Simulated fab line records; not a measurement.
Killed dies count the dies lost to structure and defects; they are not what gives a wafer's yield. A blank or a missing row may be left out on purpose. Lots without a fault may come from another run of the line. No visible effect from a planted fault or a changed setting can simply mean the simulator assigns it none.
A struck lot beside a sound one ; flow berkeley_cmos170 ; 21 steps out of a route of 331
Sound: the wafers L537.1, L537.5, L537.6. Wafers struck: L536.1, L536.2, L536.5. The cause is named last.
For every step that has rows: the tool of each side, followed by ch and its chambers, followed by its first start. Under that, the readings that differ: sound wafers ; struck wafers ; difference of the means ; sigmas: that difference in standard deviations of wafers without a fault.
alike: readings with means less than 2 such deviations apart, plus words and numbers identical on both sides. not compared: withheld readings, readings lacking a value on some wafer, bounds such as >300 that could conceal the same value, and numbers that have no deviation in the record and whose values overlap.
Wherever a step has rows on one side only, a row that says differs or no value, or a row with sigmas, the two part there. Non-overlapping numbers with no deviation appear without sigmas and do not part them. A reading missing from all wafers of one side parts the sides only when that side holds two or more wafers.

first, 3 steps without rows for these wafers: UCB170_PSD_EXPOSE_03 (exposes mask PSELECT MOD, target cd 1200 nm); UCB170_PSD_PEB_04; UCB170_PSD_DEVELOP_05 (develop time 45 s).
UCB170_PSD_CD_MEAS_06: target cd 1200 nm.
  sound on cd_sem-01, day 7 14:48; struck on cd_sem-01, day 7 14:05
  alike: cd_nm
UCB170_PSD_OVL_MEAS_07:
  sound on overlay-01, day 7 14:55; struck on overlay-02, day 7 14:12
  alike: PSD_OVL
after that, 1 step had no rows for these wafers: UCB170_PSD_IMPLANT_08.
UCB170_PSD_STRIP_09: strips in O2.
  sound on plasma_asher-02 ch 0,1, day 7 15:07; struck on plasma_asher-02 ch 0,1, day 7 14:23
  alike: drypump_motor_current_A, o2_flow_sccm, oes_product_au, strip_time_to_endpoint_s
  not compared: rf_hours_counter_h
UCB170_PSD_TW_MEAS_10:
  sound on film_metro-02, day 7 15:13; struck on film_metro-03, day 7 14:29
  alike: PSD_TW
then, 4 steps without rows for these wafers: UCB170_PSD_CLEAN_11 (cleans in SPM, time 600 s); UCB170_NSD_HMDS_00 (prime time 60 s); UCB170_NSD_COAT_01 (resist thk 900 nm); UCB170_NSD_SOFTBAKE_02 (time 60 s).
UCB170_NSD_EXPOSE_03: exposes mask NSELECT MOD, target cd 1200 nm.
  sound on krf_scanner-01 ch 0, day 7 16:13; struck on krf_scanner-01 ch 0, day 7 15:19
reading;sound;struck;difference;sigmas
mask;NSELECT_MOD#0 NSELECT_MOD#0 NSELECT_MOD#0;PSELECT_MOD#0 PSELECT_MOD#0 PSELECT_MOD#0;differs;
then, 2 steps without rows for these wafers: UCB170_NSD_PEB_04; UCB170_NSD_DEVELOP_05 (develop time 45 s).
UCB170_NSD_CD_MEAS_06: target cd 1200 nm.
  sound on cd_sem-02, day 7 16:36; struck on cd_sem-01, day 7 15:56
reading;sound;struck;difference;sigmas
cd_nm (nm);1197.5 1201.0 1199.9;- - -;no value on the struck wafers;
UCB170_NSD_OVL_MEAS_07:
  sound on overlay-01, day 7 16:43; struck on overlay-01, day 7 16:04
reading;sound;struck;difference;sigmas
NSD_OVL (nm);-7 -1 5;- - -;no value on the struck wafers;
after that, 1 step had no rows for these wafers: UCB170_NSD_IMPLANT_08.
UCB170_NSD_STRIP_09: strips in O2.
  sound on plasma_asher-04 ch 0,1, day 7 16:55; struck on plasma_asher-02 ch 0,1, day 7 16:15
  alike: drypump_motor_current_A, o2_flow_sccm, oes_product_au, strip_time_to_endpoint_s
  not compared: rf_hours_counter_h
UCB170_NSD_TW_MEAS_10:
  sound on film_metro-02, day 7 17:01; struck on film_metro-01, day 7 16:21
reading;sound;struck;difference;sigmas
NSD_TW;4292 4273 4284;30 30 30;-4253;-69
then, 1 step without rows for these wafers: UCB170_NSD_CLEAN_11 (cleans in SPM, time 600 s).

## WHERE THEY PART
First at UCB170_NSD_EXPOSE_03; last, within this record, at UCB170_NSD_TW_MEAS_10.

WHY: whatever the simulator had introduced
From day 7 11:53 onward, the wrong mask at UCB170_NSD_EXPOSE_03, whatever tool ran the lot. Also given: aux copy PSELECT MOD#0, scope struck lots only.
